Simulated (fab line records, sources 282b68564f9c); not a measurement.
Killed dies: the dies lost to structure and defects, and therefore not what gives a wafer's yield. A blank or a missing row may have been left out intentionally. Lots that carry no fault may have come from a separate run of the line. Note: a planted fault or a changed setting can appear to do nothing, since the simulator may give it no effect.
Comparing a struck lot with a sound one -- flow rit cmos -- 43 out of 202 route steps
Sound: these wafers, L116.1, L116.2, L116.6. Struck: wafers L119.1, L119.4 (left out: L119.5, a lot-mate that was not struck); the cause follows at the end.
At each step with rows: each side's tool, then ch and its chambers, then its first start. Under that, the readings that differ: sound wafers -- struck wafers -- difference of the means -- sigmas: that difference in standard deviations of wafers without a fault.
alike: a reading whose means differ by less than 2 such deviations, as well as words and numbers matching on both sides. not compared: withheld readings; readings where some wafer has no value; bounds like >300 that might hide an equal value; numbers whose values overlap and for which the record gives no deviation.
Wherever a step has rows on one side only, a row that says differs or no value, or a row with sigmas, the two part there. Numbers that have no deviation but don't overlap get no sigmas and don't part them. Lack of a reading on every wafer of one side parts them only where that side has two or more wafers.

RIT_SDANNEAL_RTA_03: time 5 s.
  sound on rtp anneal-02 ch 0, day 5 04:34; struck on rtp anneal-01 ch 0, day 5 15:06
  alike: wafer_temp_C_max
RIT_SDANNEAL_RS_MEAS_04: measures by four-point-probe.
  struck on film metro-03, day 5 15:10; sound on film metro-02, day 5 04:38
  alike: PSD_RS
RIT_SDANNEAL_RS_MEAS_05: measures by four-point-probe.
  struck on film metro-03, day 5 15:17; sound on film metro-02, day 5 04:45
reading,sound,struck,difference,sigmas
NSD_RS (ohm/sq),84.4 84.7 84.3,85.3 85.2,+0.8,+2
RIT_SDANNEAL_RS_MEAS_06: measures by four-point-probe.
  struck on film metro-03, day 5 15:24; sound on film metro-02, day 5 04:52
  alike: PLDD_RS
RIT_SDANNEAL_RS_MEAS_07: measures by four-point-probe.
  struck on film metro-03, day 5 15:31; sound on film metro-02, day 5 04:59
  alike: NLDD_RS
then, 1 step without rows for these wafers: RIT_SILICIDE_WET_ETCH_00 (etches SiO2 in BOE, target depth 14 nm, time 15 s).
RIT_SILICIDE_SPUTTER_01: material Ti, target thk 30 nm, time 240 s.
  struck on pvd sputter-04, day 5 15:40; sound on pvd sputter-01, day 5 05:08
  alike: throttle valve pct
RIT_SILICIDE_RS_MEAS_02: measures by four-point-probe.
  struck on film metro-04, day 5 15:49; sound on film metro-04, day 5 05:17
  alike: SILICIDE_TI_RS
RIT_SILICIDE_THK_MEAS_03: measures by xrf.
  struck on film metro-04, day 5 15:56; sound on film metro-04, day 5 05:24
  alike: SILICIDE_TI_THK
RIT_SILICIDE_RTA_04: time 10 s, ramp up 5 s, ramp down 5 s.
  sound on rtp anneal-01 ch 0, day 5 05:28; struck on rtp anneal-02 ch 0, day 5 16:00
reading,sound,struck,difference,sigmas
wafer_temp_C_max,652.3 652.2 651.5,655.3 653.5,+2.4,+2
then, 1 step without rows for these wafers: RIT_SILICIDE_WET_ETCH_05 (etches Ti in SPM, time 120 s).
RIT_SILICIDE_RTA_06: time 10 s, ramp up 5 s, ramp down 10 s.
  sound on rtp anneal-02 ch 0, day 5 05:34; struck on rtp anneal-01 ch 0, day 5 16:07
  alike: wafer_temp_C_max
RIT_CONTACT_CVD_00: deposits SiO2 from TEOS, target thk 400 nm, time 61 s.
  sound on pecvd-03 ch 0,1, day 5 05:38; struck on pecvd-03 ch 0, day 5 16:11
reading,sound,struck,difference,sigmas
model.SiO2_of_CONTACT_CVD_00.thk nm (nm),406.2 400.7 410.6,351 355.5,-53,
  alike: heater power w
RIT_CONTACT_THK_MEAS_01:
  struck on film metro-04, day 5 16:14; sound on film metro-04, day 5 05:41
reading,sound,struck,difference,sigmas
CONTACT_TEOS_THK (nm),406 401 410,351 356,-52,-10
then, 6 steps without rows for these wafers: RIT_CONTACT_HMDS_02 (prime time 60 s); RIT_CONTACT_COAT_03 (resist thk 1000 nm); RIT_CONTACT_SOFTBAKE_04 (time 60 s); RIT_CONTACT_EXPOSE_05 (exposes mask M11, target cd 1000 nm); RIT_CONTACT_PEB_06; RIT_CONTACT_DEVELOP_07 (develop time 120 s).
RIT_CONTACT_CD_MEAS_08 targets a cd of 1000 nm.
  struck on cd sem-02, day 5 17:25; sound on cd sem-01, day 5 06:57
  alike: cd nm
RIT_CONTACT_OVL_MEAS_09:
  struck on overlay-02, day 5 17:32; sound on overlay-01, day 5 07:04
  alike: CONTACT_OVL
then, 1 step without rows for these wafers: RIT_CONTACT_HARDBAKE_10 (time 60 s).
RIT_CONTACT_ETCH_11: etches SiO2 in CHF3/CF4/Ar, stops on TiSi2, target depth 480 nm, time 320 s.
  sound on rie diel-04 ch 1,2,3, day 5 07:16; struck on rie diel-04 ch 1,2, day 5 17:43
reading,sound,struck,difference,sigmas
model.etch.depth nm (nm),406.2 400.7 410.6,351 355.5,-53,
model.CONTACT.feature depth nm (nm),406.2 400.7 410.6,351 355.5,-53,
  alike: drypump motor current A, oes product au, throttle valve pct
  not compared: rf hours counter h
then, 1 step without rows for these wafers: RIT_CONTACT_STRIP_12 (strips in O2, time 180 s).
RIT_CONTACT_CD_MEAS_90 targets a cd of 1000 nm.
  struck on cd sem-02, day 5 18:05; sound on cd sem-02, day 5 07:37
  alike: cd nm
then, 2 steps without rows for these wafers: RIT_CONTACT_CLEAN_13 (cleans in SC1, time 600 s); RIT_CONTACT_CLEAN_14 (cleans in SC2, time 600 s).
RIT_M1_SPUTTER_00: material Al, target thk 400 nm, time 500 s.
  struck on pvd sputter-03, day 5 18:35; sound on pvd sputter-02, day 5 08:07
reading,sound,struck,difference,sigmas
throttle valve pct (%),31.2 29.5 31.5,28.9 29.0,-1.8,-2
RIT_M1_RS_MEAS_01: measures by four-point-probe.
  struck on film metro-03, day 5 18:53; sound on film metro-03, day 5 08:24
  alike: M1_AL_RS
RIT_M1_THK_MEAS_02: measures by xrf.
  struck on film metro-03, day 5 19:00; sound on film metro-03, day 5 08:31
  alike: M1_AL_THK
then, 6 steps without rows for these wafers: RIT_M1_HMDS_03 (prime time 60 s); RIT_M1_COAT_04 (resist thk 1300 nm); RIT_M1_SOFTBAKE_05 (time 60 s); RIT_M1_EXPOSE_06 (exposes mask M12, target cd 2600 nm); RIT_M1_PEB_07; RIT_M1_DEVELOP_08 (develop time 68 s).
RIT_M1_CD_MEAS_09 targets a cd of 2600 nm.
  struck on cd sem-01, day 5 19:56; sound on cd sem-01, day 5 09:35
reading,sound,struck,difference,sigmas
cd nm (nm),2605.1 2603.1 2604.2,2596.3 2596.7,-7.6,-3
RIT_M1_OVL_MEAS_10:
  struck on overlay-01, day 5 20:04; sound on overlay-02, day 5 09:43
  alike: M1_OVL
then, 1 step without rows for these wafers: RIT_M1_HARDBAKE_11 (time 120 s).
RIT_M1_METAL_ETCH_12: etches Al in Cl2/BCl3, stops on SiO2, time 165 s, target depth 600 nm.
  sound on rie metal-02 ch 0,1, day 5 10:00; struck on rie metal-02 ch 1, day 5 20:21
reading,sound,struck,difference,sigmas
model.SiO2_of_CONTACT_CVD_00.thk nm (nm),369.5 363.4 373.8,314 318.6,-53,
  alike: drypump motor current A, he backside leak sccm, oes product au, throttle valve pct
  not compared: rf hours counter h
then, 1 step without rows for these wafers: RIT_M1_STRIP_13 (strips in nmp, time 600 s).
RIT_M1_PROBE_99:
  struck on prober-01, day 5 22:49; sound on prober-02, day 5 12:17
reading,sound,struck,difference,sigmas
killed_at_M0_to_M3,0 1 0,0 0,+0,-3
model.etest.field p metal.vt v (V),-31.76 -30.84 -31.02,-25.92 -26.5,+5.00,
model.etest.nmos_0p15.junction log10 a um,-13.59 -13.46 -13.53,-13.34 -13.34,+0.19,
  alike: killed at contacts, killed at front end, killed dies, killed open, killed short
  not compared: model.etest.antenna contact.vt shift v

== WHERE THEY PART ==
At RIT_SDANNEAL_RS_MEAS_05 first; at RIT_M1_PROBE_99 last (within this record only).

WHY: what the simulator had put in
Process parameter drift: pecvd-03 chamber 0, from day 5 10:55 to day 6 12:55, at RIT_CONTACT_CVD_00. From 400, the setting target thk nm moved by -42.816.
